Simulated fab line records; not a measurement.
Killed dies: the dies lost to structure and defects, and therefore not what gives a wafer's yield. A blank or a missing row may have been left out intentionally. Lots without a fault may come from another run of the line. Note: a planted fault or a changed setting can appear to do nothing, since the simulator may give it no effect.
Comparing a struck lot with a sound one ; flow rit cmos ; 39 out of 202 route steps
Sound: wafers L696.1, L696.4, L696.6. Wafers L706.1, L706.4, L706.6 were the ones struck. The cause is named last.
Order at every step that has rows: each side's tool, ch and its chambers, its first start. Under that, the readings that differ: sound wafers ; struck wafers ; difference of the means ; sigmas: that difference in standard deviations of wafers without a fault.
alike: words and numbers the same on both sides, and readings whose means are apart by under 2 such deviations; not compared: readings that were withheld, readings missing a value for some wafer, numbers with overlapping values and no deviation given by the record, and bounds like >300 which may hide the same value.
Wherever a step has rows on one side only, a row that says differs or no value, or a row with sigmas, the two part there. When numbers do not overlap yet have no deviation, they are printed without sigmas and do not part them. Lack of a reading on every wafer of one side parts them only where that side has two or more wafers.

first, 6 steps without rows for these wafers: RIT_NLDD_HMDS_00 (prime time 60 s); RIT_NLDD_COAT_01 (resist thk 1000 nm); RIT_NLDD_SOFTBAKE_02 (time 60 s); RIT_NLDD_EXPOSE_03 (exposes mask M7, target cd 40700 nm); RIT_NLDD_PEB_04; RIT_NLDD_DEVELOP_05 (develop time 50 s).
RIT_NLDD_OVL_MEAS_06:
  sound: overlay-02 at day 3 11:47; struck: overlay-01 at day 5 09:59
  alike: NLDD_OVL
then, 2 steps without rows for these wafers: RIT_NLDD_HARDBAKE_07 (time 60 s); RIT_NLDD_IMPLANT_08.
RIT_NLDD_STRIP_09: strips in O2, time 180 s.
  sound on plasma asher-04 ch 1, day 3 12:08; struck on plasma asher-03 ch 0,1, day 5 10:25
reading;sound;struck;difference;sigmas
drypump motor current A (A);6.59 6.59 6.63;5.76 5.77 6.34;-0.65;-2
  not compared: rf hours counter h
RIT_NLDD_TW_MEAS_10:
  sound: film metro-03 at day 3 12:18; struck: film metro-03 at day 5 10:35
  alike: NLDD_TW
then, 1 step without rows for these wafers: RIT_PLDD_HMDS_00 (prime time 60 s).
RIT_PLDD_COAT_01: resist thk 1000 nm.
  struck on litho track-01, day 5 10:53; sound on litho track-01 ch 0, day 3 12:48
  no value came back on the struck wafers for chill plate temp C (C), dispense pressure kPa (kPa); on the sound wafers chill plate temp C (C) reads 22.89 22.84 22.65
then, 4 steps without rows for these wafers: RIT_PLDD_SOFTBAKE_02 (time 60 s); RIT_PLDD_EXPOSE_03 (exposes mask M8, target cd 40900 nm); RIT_PLDD_PEB_04; RIT_PLDD_DEVELOP_05 (develop time 50 s).
RIT_PLDD_OVL_MEAS_06:
  sound: overlay-01 at day 3 13:30; struck: overlay-01 at day 5 11:35
reading;sound;struck;difference;sigmas
PLDD_OVL (nm);1.5 1.3 1.1;- - -;no value on the struck wafers;
then, 2 steps without rows for these wafers: RIT_PLDD_HARDBAKE_07 (time 60 s); RIT_PLDD_IMPLANT_08.
RIT_PLDD_STRIP_09: strips in O2, time 180 s.
  sound on plasma asher-03 ch 1, day 3 13:50; struck on plasma asher-02 ch 0,1, day 5 11:56
  alike: drypump motor current A
  not compared: rf hours counter h
RIT_PLDD_TW_MEAS_10:
  sound: film metro-03 at day 3 14:01; struck: film metro-03 at day 5 12:06
  alike: PLDD_TW
then, 4 steps without rows for these wafers: RIT_SPACER_CLEAN_00 (cleans in SC1, time 600 s); RIT_SPACER_CLEAN_01 (cleans in dHF, time 30 s); RIT_SPACER_CLEAN_02 (cleans in SC2, time 600 s); RIT_SPACER_CVD_03 (deposits Si3N4 from SiH2Cl2/NH3, target thk 250 nm, time 3300 s).
RIT_SPACER_THK_MEAS_04:
  sound: film metro-02 at day 3 16:22; struck: film metro-03 at day 5 14:29
  alike: SPACER_NITRIDE_THK
RIT_SPACER_ETCHBACK_05: etches Si3N4 in SF6/CHF3, stops on SiO2, target depth 250 nm, time 240 s.
  sound on rie diel-04 ch 0,1,2, day 3 16:26; struck on rie diel-01 ch 1,2, day 5 14:32
reading;sound;struck;difference;sigmas
oes product au (a.u.);0.834 0.821 0.821;0.860 0.855 0.851;+0.030;+2
  alike: CHF3_flow_sccm, drypump motor current A, throttle valve pct
  not compared: rf hours counter h
then, 6 steps without rows for these wafers: RIT_NSD_HMDS_00 (prime time 60 s); RIT_NSD_COAT_01 (resist thk 1000 nm); RIT_NSD_SOFTBAKE_02 (time 60 s); RIT_NSD_EXPOSE_03 (exposes mask M9, target cd 40700 nm); RIT_NSD_PEB_04; RIT_NSD_DEVELOP_05 (develop time 50 s).
RIT_NSD_OVL_MEAS_06:
  sound: overlay-02 at day 3 17:34; struck: overlay-02 at day 5 15:40
  alike: NSD_OVL
then, 2 steps without rows for these wafers: RIT_NSD_HARDBAKE_07 (time 60 s); RIT_NSD_IMPLANT_08.
RIT_NSD_STRIP_09: strips in O2, time 180 s.
  sound on plasma asher-03 ch 1, day 3 17:53; struck on plasma asher-01 ch 0,1, day 5 16:11
  alike: drypump motor current A
  not compared: rf hours counter h
RIT_NSD_TW_MEAS_10:
  sound: film metro-02 at day 3 18:04; struck: film metro-02 at day 5 16:35
reading;sound;struck;difference;sigmas
NSD_TW;3094 3097 3085;3270 3274 3281;+183;+6
  not compared: hold

== WHERE THEY PART ==
First at RIT_NLDD_STRIP_09; last, within this record, at RIT_NSD_TW_MEAS_10.

WHY: what the simulator had put in
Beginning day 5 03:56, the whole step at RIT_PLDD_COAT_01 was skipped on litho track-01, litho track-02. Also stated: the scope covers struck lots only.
